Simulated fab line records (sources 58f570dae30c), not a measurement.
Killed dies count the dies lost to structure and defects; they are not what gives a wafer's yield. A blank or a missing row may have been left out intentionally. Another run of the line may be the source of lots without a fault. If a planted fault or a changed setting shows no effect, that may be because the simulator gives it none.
Comparing a struck lot with a sound one	flow berkeley_cmos170	18 out of 331 route steps
Sound: these wafers, L590.2, L590.3, L590.5. Wafers struck: L608.1, L608.2, L608.3. Last of all comes the cause.
Per side, at each step with rows, come the tool, then ch with its chambers, and then its first start. Under that, the readings that differ: sound wafers	struck wafers	difference of the means	sigmas: that difference in standard deviations of wafers without a fault.
alike: readings whose means differ by less than 2 such deviations, and words and numbers that are the same on both sides. not compared: withheld readings, readings that some wafer has no value for, bounds like >300 that may hide the same value, and numbers for which the record gives no deviation and whose values overlap.
A row with sigmas, a row that says differs or no value, or rows on one side alone: a step with any of these is where the two part. Numbers that have no deviation but don't overlap get no sigmas and don't part them. Lack of a reading on every wafer of one side parts them only where that side has two or more wafers.

first, 2 steps without rows for these wafers: UCB170_SACOX_CLEAN_00 (cleans in dHF, time 7.5 s); UCB170_SACOX_OXIDATION_01 (target thk 14.4 nm, ox time 2400 s).
UCB170_SACOX_THK_MEAS_02:
  sound on film_metro-01, day 6 09:14; struck on film_metro-04, day 9 17:27
  alike: SACOX_OXIDE_THK
then, 2 steps without rows for these wafers: UCB170_SCREENOX_WET_ETCH_00 (etches SiO2 in dHF, time 200 s); UCB170_SCREENOX_OXIDATION_01 (target thk 14.4 nm, ox time 2400 s).
UCB170_SCREENOX_THK_MEAS_02:
  sound on film_metro-03, day 6 13:35; struck on film_metro-04, day 9 21:02
  alike: SCREENOX_OXIDE_THK
then, 6 steps without rows for these wafers: UCB170_SCREENOX_ANNEAL_03 (time 900 s); UCB170_NVT_HMDS_00 (prime time 60 s); UCB170_NVT_COAT_01 (resist thk 900 nm); UCB170_NVT_SOFTBAKE_02 (time 60 s); UCB170_NVT_EXPOSE_03 (exposes mask PWELL, target cd 3000 nm); UCB170_NVT_PEB_04.
UCB170_NVT_DEVELOP_05: develop time 45 s.
  sound on litho_track-04 ch 0, day 6 17:00; struck on litho_track-04 ch 0, day 10 01:00
UCB170_NVT_OVL_MEAS_06:
  sound on overlay-01, day 6 18:06; struck on overlay-02, day 10 01:08
  alike: NVT_OVL
following that, these wafers have no rows for 1 step: UCB170_NVT_IMPLANT_07.
UCB170_NVT_STRIP_08: strips in O2.
  sound on plasma_asher-04 ch 1, day 6 18:17; struck on plasma_asher-03 ch 0,1, day 10 01:19
  alike: drypump_motor_current_A, o2_flow_sccm, oes_product_au, strip_time_to_endpoint_s
  not compared: rf_hours_counter_h
UCB170_NVT_TW_MEAS_09:
  sound on film_metro-01, day 6 18:23; struck on film_metro-03, day 10 01:39
reading	sound	struck	difference	sigmas
NVT_TW	524.9 526.4 525.0	30.0 29.9 30.0	-495.5	-99 or more
  not compared: hold
UCB170_M3_PROBE_99:
  sound wafers here have rows in the record (prober-01, day 9 04:12); struck ones have none

WHERE THEY PART
At UCB170_NVT_TW_MEAS_09 first; at UCB170_M3_PROBE_99 last (within this record only).

WHY: whatever the simulator had introduced
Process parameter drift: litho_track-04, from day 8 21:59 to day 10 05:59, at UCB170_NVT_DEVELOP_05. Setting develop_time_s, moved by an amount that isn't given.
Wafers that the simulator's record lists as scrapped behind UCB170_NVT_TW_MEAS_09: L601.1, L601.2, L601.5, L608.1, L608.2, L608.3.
